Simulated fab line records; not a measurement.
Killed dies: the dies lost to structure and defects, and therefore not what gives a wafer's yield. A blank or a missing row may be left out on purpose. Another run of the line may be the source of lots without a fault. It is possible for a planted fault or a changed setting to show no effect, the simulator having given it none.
A lot that was struck, set against a sound lot | flow rit cmos | 17 out of 202 route steps
Sound: wafers L716.2, L716.3, L716.5. Wafers struck: L729.2, L729.3, L729.5. At the end, the cause is stated.
Each step with rows lists, per side, the tool, then ch with its chambers, then its first start. Under that, the readings that differ: sound wafers | struck wafers | difference of the means | sigmas: that difference in standard deviations of wafers without a fault.
alike: readings with means less than 2 such deviations apart, plus words and numbers identical on both sides. not compared: withheld readings, readings lacking a value on some wafer, bounds such as >300 that could conceal the same value, and numbers that have no deviation in the record and whose values overlap.
The two part at a step that has a row with sigmas, a row that says differs or no value, or rows on one side only. Numbers that don't overlap but have no deviation are shown without sigmas and don't part them. Lack of a reading on every wafer of one side parts them only where that side has two or more wafers.

first, 4 steps without rows for these wafers: RIT_NWELL_SOFTBAKE_02 (time 60 s); RIT_NWELL_EXPOSE_03 (exposes mask M2, target cd 43900 nm); RIT_NWELL_PEB_04; RIT_NWELL_DEVELOP_05 (develop time 68 s).
RIT_NWELL_OVL_MEAS_06:
  sound on overlay-02, day 2 20:57; struck on overlay-01, day 5 12:08
  reading        | sound          | struck        | difference | sigmas
  NWELL_OVL (nm) | -4.0 -3.1 -3.4 | -0.3 0.9 -0.3 | +3.6       | +2
then, 2 steps without rows for these wafers: RIT_NWELL_HARDBAKE_07 (time 120 s); RIT_NWELL_IMPLANT_08.
RIT_NWELL_STRIP_09: strips in O2, time 180 s.
  sound on plasma asher-02 ch 0,1, day 2 21:23; struck on plasma asher-02 ch 0,1, day 5 12:34
  alike: drypump motor current A
  not compared: rf hours counter h
RIT_NWELL_TW_MEAS_10:
  sound on film metro-03, day 2 21:34; struck on film metro-02, day 5 12:45
  alike: NWELL_TW
then, 3 steps without rows for these wafers: RIT_PWELL_HMDS_00 (prime time 60 s); RIT_PWELL_COAT_01 (resist thk 1300 nm); RIT_PWELL_SOFTBAKE_02 (time 60 s).
RIT_PWELL_EXPOSE_03: exposes mask M3, target cd 43700 nm.
  sound on iline stepper-01 ch 0, day 2 22:05; struck on iline stepper-02 ch 0, day 5 13:24
  reading                       | sound             | struck            | difference | sigmas
  model.PWELL.overlay x nm (nm) | 1.175 1.175 1.175 | 360.4 360.4 360.4 | +359.2     |
  alike: mask, exposure dose mJ cm2
then, 2 steps without rows for these wafers: RIT_PWELL_PEB_04; RIT_PWELL_DEVELOP_05 (develop time 68 s).
RIT_PWELL_OVL_MEAS_06:
  sound on overlay-01, day 2 22:49; struck on overlay-01, day 5 14:01
  reading        | sound       | struck            | difference | sigmas
  PWELL_OVL (nm) | 1.7 2.2 0.5 | 360.2 360.0 360.4 | +358.7     | +99 or more
  not compared: hold
then, 1 step without rows for these wafers: RIT_M1_PROBE_99.

## WHERE THEY PART
Earliest at RIT_NWELL_OVL_MEAS_06; latest, in this record, at RIT_PWELL_OVL_MEAS_06.

WHY: what the simulator had put in
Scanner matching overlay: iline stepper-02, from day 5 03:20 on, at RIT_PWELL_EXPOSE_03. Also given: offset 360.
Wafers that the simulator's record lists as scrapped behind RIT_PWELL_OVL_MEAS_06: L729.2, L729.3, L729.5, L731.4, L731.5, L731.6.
